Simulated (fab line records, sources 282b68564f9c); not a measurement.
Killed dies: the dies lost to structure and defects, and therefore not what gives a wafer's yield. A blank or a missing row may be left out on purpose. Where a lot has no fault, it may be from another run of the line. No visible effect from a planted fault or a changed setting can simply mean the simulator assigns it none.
The tool behind it: which one? -- flow rit cmos -- Sampling: 13 lots, 39 wafers, 2 of 202 route steps

## WHAT EACH GAUGE READ, for each wafer
RIT_PLDD_TW_MEAS_10.
lot,measured,on,PLDD_TW
L986,day 3 06:01,film metro-03,2360 2341 2329
L987,day 3 10:22,film metro-01,2386 2393 2383
L988,day 3 13:59,film metro-03,2330 2338 2343
L989,day 3 20:50,film metro-01,2380 2388 2392
L990,day 4 01:12,film metro-03,2343 2326 2329
L992,day 4 08:07,film metro-03,2326 2330 2321
L994,day 4 20:52,film metro-03,2322 2312 2326
L995,day 4 23:21,film metro-03,2344 2333 2340
L999,day 5 20:24,film metro-01,30 30 30
L105,day 7 01:07,film metro-01,2386 2392 2391
L106,day 7 07:23,film metro-01,2387 2392 2397
L107,day 7 14:58,film metro-03,2319 2323 2320
L108,day 7 19:08,film metro-02,2382 2376 2371

## WHICH TOOL RAN EACH LOT (tool, then ch and the chambers of the sampled wafers, then the start)
lot,RIT_NLDD_STRIP_09
L986,"plasma asher-03 ch 0,1, day 3 04:17"
L987,"plasma asher-04 ch 0,1, day 3 08:32"
L988,"plasma asher-04 ch 1, day 3 12:16"
L989,"plasma asher-04 ch 0,1, day 3 19:01"
L990,"plasma asher-04 ch 0,1, day 3 23:29"
L992,"plasma asher-02 ch 1, day 4 06:31"
L994,"plasma asher-02 ch 0,1, day 4 19:17"
L995,"plasma asher-02 ch 0,1, day 4 21:38"
L999,"plasma asher-04 ch 0,1, day 5 18:43"
L105,"plasma asher-03 ch 0,1, day 6 23:24"
L106,"plasma asher-02 ch 0,1, day 7 05:47"
L107,"plasma asher-03 ch 0,1, day 7 13:22"
L108,"plasma asher-02 ch 0,1, day 7 17:32"
- RIT_NLDD_STRIP_09: strips in O2, time 180 s.

## WHAT THE TOOLS THEMSELVES READ (means of the sampled wafers that have a number; where no wafer has one, the mark that the record gives instead)
RIT_NLDD_STRIP_09.
lot,tool,chamber pressure mTorr (mTorr),drypump motor current A (A),run length s (s)
L986,plasma asher-03,3996,6.4,208.0
L987,plasma asher-04,3997,6.1,207.9
L988,plasma asher-04,3998,6.1,208.0
L989,plasma asher-04,3998,6.1,208.1
L990,plasma asher-04,4001,6.1,207.9
L992,plasma asher-02,4001,6.5,208.8
L994,plasma asher-02,4000,5.7,208.4
L995,plasma asher-02,4001,6.1,208.5
L999,plasma asher-04,4000,6.0,72.3
L105,plasma asher-03,4001,6.4,207.7
L106,plasma asher-02,3998,5.7,208.2
L107,plasma asher-03,4003,6.4,207.9
L108,plasma asher-02,3997,6.1,208.5

## THE ANSWER, worked out from the rows above alone
Rule: the usual values come from the lots themselves. The widest of any qualifying gaps counts: lots, ordered by their means at a reading, are off when they make up no more than a third of the lots, leave a main group of 4 or more, and stand apart from it by 3 or more times the standard deviation of that group's means. A main group whose means are all the same, to the digits that the tables above print for the reading, isn't used. A lot without any number at a reading at which 4 lots or more have one is off too. All remaining lots with rows at the step are treated as sound. Order of review: gauges by route order, followed by the tools' own readings, for which a lot's mean as printed above is used. The first step at which some lot is off is used, and at that step the reading that is off furthest; a lot without a number counts as furthest.
Off: L999, at RIT_PLDD_TW_MEAS_10 (PLDD_TW). The main group has a mean of 2354 with a standard deviation of 28.
If a tool, at a process step before that reading, ran all the lots that are off and no sound lot after the first of them, it fits. Not tried: the gauges at RIT_PLDD_TW_MEAS_10; whatever is off there is also off at RIT_NLDD_STRIP_09, on other tools, and gauge error can't account for it. One fits: plasma asher-04 at RIT_NLDD_STRIP_09. A fault onset in the window from L990 (day 3 23:29, its last sound lot) to L999 (day 5 18:43, its first lot off) fits.
The tool's own readings at RIT_NLDD_STRIP_09 bear it out: on the lots that are off they differ by more than 5 times the standard deviation of the sound lots' means. run length s reads 72.3 s there against 208.2 s on the sound lots.

## WHAT THE SIMULATOR HAD INSERTED
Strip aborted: plasma asher-04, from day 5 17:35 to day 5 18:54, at RIT_NLDD_STRIP_09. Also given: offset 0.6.
Lots struck among those shown: L999. The same result came from the rule above.
